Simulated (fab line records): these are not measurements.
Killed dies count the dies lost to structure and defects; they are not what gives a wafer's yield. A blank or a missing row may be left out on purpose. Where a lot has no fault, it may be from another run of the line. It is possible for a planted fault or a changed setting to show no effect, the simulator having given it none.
Which tool was responsible? -- flow berkeley_cmos170 -- 14 lots, 42 wafers sampled, at 3 steps of a route of 331

## WHAT THE GAUGES SHOWED, per wafer
UCB170_NLDD_TW_MEAS_11. Usual: NLDD_TW typically reads 2218, with standard deviation 17.
lot,measured,on,NLDD_TW,flag
L258,day 7 03:56,film_metro-01,2220 2220 2230,
L261,day 7 18:53,film_metro-01,2222 2225 2204,
L260,day 7 19:11,film_metro-01,2209 2219 2218,
L262,day 7 19:26,film_metro-02,2217 2220 2225,
L263,day 8 04:19,film_metro-04,2200 2178 2196,
L264,day 8 04:27,film_metro-02,2225 2221 2224,
L265,day 8 19:48,film_metro-01,2113 2117 2114,OFF
L266,day 9 00:56,film_metro-01,2207 2219 2218,
L268,day 9 09:01,film_metro-01,2119 2115 2119,OFF
L275,day 10 07:35,film_metro-01,2216 2201 2213,
L274,day 10 08:46,film_metro-04,2194 2189 2185,
L278,day 10 18:59,film_metro-04,2186 2189 2178,
L277,day 10 20:06,film_metro-01,2213 2212 2215,
L279,day 11 20:22,film_metro-01,2210 2215 2218,

UCB170_SDANNEAL_RS_MEAS_05: a four-point-probe measurement. Usual: NLDD_RS typically reads 616.7 ohm/sq, with standard deviation 1.8.
lot,measured,on,NLDD_RS (ohm/sq),flag
L258,day 7 17:01,film_metro-01,615.6 616.8 615.6,
L261,day 8 09:24,film_metro-01,618.2 617.4 617.5,
L260,day 8 08:57,film_metro-02,618.9 618.0 617.3,
L262,day 8 09:34,film_metro-02,613.7 612.6 615.0,
L263,day 8 20:24,film_metro-01,619.2 618.2 617.3,
L264,day 8 20:16,film_metro-02,617.1 617.6 616.1,
L265,day 9 04:15,film_metro-02,537.1 538.3 534.8,OFF
L266,day 9 09:51,film_metro-01,619.1 617.2 616.7,
L268,day 9 19:34,film_metro-01,540.3 539.5 539.9,OFF
L275,day 10 19:04,film_metro-02,616.8 617.9 617.2,
L274,day 10 19:02,film_metro-01,617.1 616.2 618.7,
L278,day 11 06:33,film_metro-01,616.5 617.3 616.1,
L277,day 11 06:29,film_metro-02,612.7 614.2 615.0,
L279,day 12 06:42,film_metro-04,616.0 614.8 614.0,

## TOOL THAT RAN EACH LOT (tool first, then ch and the chambers of the sampled wafers, then the start)
lot,UCB170_NLDD_IMPLANT_09
L258,"implanter-02 ch 0, day 7 03:41"
L261,"implanter-03 ch 0, day 7 18:40"
L260,"implanter-02 ch 0, day 7 18:59"
L262,"implanter-01 ch 0, day 7 19:13"
L263,"implanter-01 ch 0, day 8 04:04"
L264,"implanter-02 ch 0, day 8 04:14"
L265,"implanter-01 ch 0, day 8 19:36"
L266,"implanter-03 ch 0, day 9 00:43"
L268,"implanter-01 ch 0, day 9 08:46"
L275,"implanter-02 ch 0, day 10 07:22"
L274,"implanter-02 ch 0, day 10 08:31"
L278,"implanter-03 ch 0, day 10 18:44"
L277,"implanter-02 ch 0, day 10 19:44"
L279,"implanter-03 ch 0, day 11 20:07"
- UCB170_NLDD_IMPLANT_09

## AS READ BY THE TOOLS THEMSELVES (means over the sampled wafers that have a number; for cases with no such wafer, the mark the record gives instead)
UCB170_NLDD_IMPLANT_09. Usual: faraday_current_uA 159, standard deviation 3.1; tilt_deg 6.999 degrees, standard deviation 0.019.
lot,tool,faraday_current_uA,tilt_deg (degrees),flag
L258,implanter-02,161,7.005,
L261,implanter-03,160,6.979,
L260,implanter-02,159,6.993,
L262,implanter-01,159,7.008,
L263,implanter-01,158,7.009,
L264,implanter-02,160,7.009,
L265,implanter-01,160,0.008,OFF
L266,implanter-03,158,6.990,
L268,implanter-01,159,-0.022,OFF
L275,implanter-02,158,6.999,
L274,implanter-02,158,7.012,
L278,implanter-03,159,7.005,
L277,implanter-02,156,7.007,
L279,implanter-03,159,6.999,

## THE ANSWER, worked out from the rows above alone
Rule: lot off if the mean of its wafers having a number is beyond 3 standard deviations from the usual mean. Also off: a lot with no number at a reading for which 4 or more lots have one. All remaining lots with rows at the step are treated as sound. Order of review: gauges by route order, followed by the tools' own readings, for which a lot's mean as printed above is used. The first step at which some lot is off is used, and at that step the reading that is off furthest; a lot without a number counts as furthest.
Off: L265, L268, seen at UCB170_NLDD_TW_MEAS_11 (NLDD_TW).
If a tool, at a process step before that reading, ran all the lots that are off and no sound lot after the first of them, it fits. Not tried: the gauges at UCB170_NLDD_TW_MEAS_11; whatever is off there is also off at UCB170_NLDD_IMPLANT_09, on other tools, and gauge error can't account for it. One candidate fits, namely implanter-01 at UCB170_NLDD_IMPLANT_09. A fault onset in the window from L263 (day 8 04:04, its last sound lot) to L265 (day 8 19:36, its first lot off) fits.
The tool's own readings at UCB170_NLDD_IMPLANT_09 bear it out: on the lots that are off they differ by more than 5 times the standard deviation of the sound lots' means. tilt_deg reads -0.007 degrees there against 7.001 degrees on the sound lots.

## WHAT THE SIMULATOR HAD PUT IN
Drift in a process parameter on implanter-01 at UCB170_NLDD_IMPLANT_09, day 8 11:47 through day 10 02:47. From 7, the setting tilt_deg moved by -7. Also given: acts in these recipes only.
Struck lots among those shown: L265, L268. The same result came from the rule above.
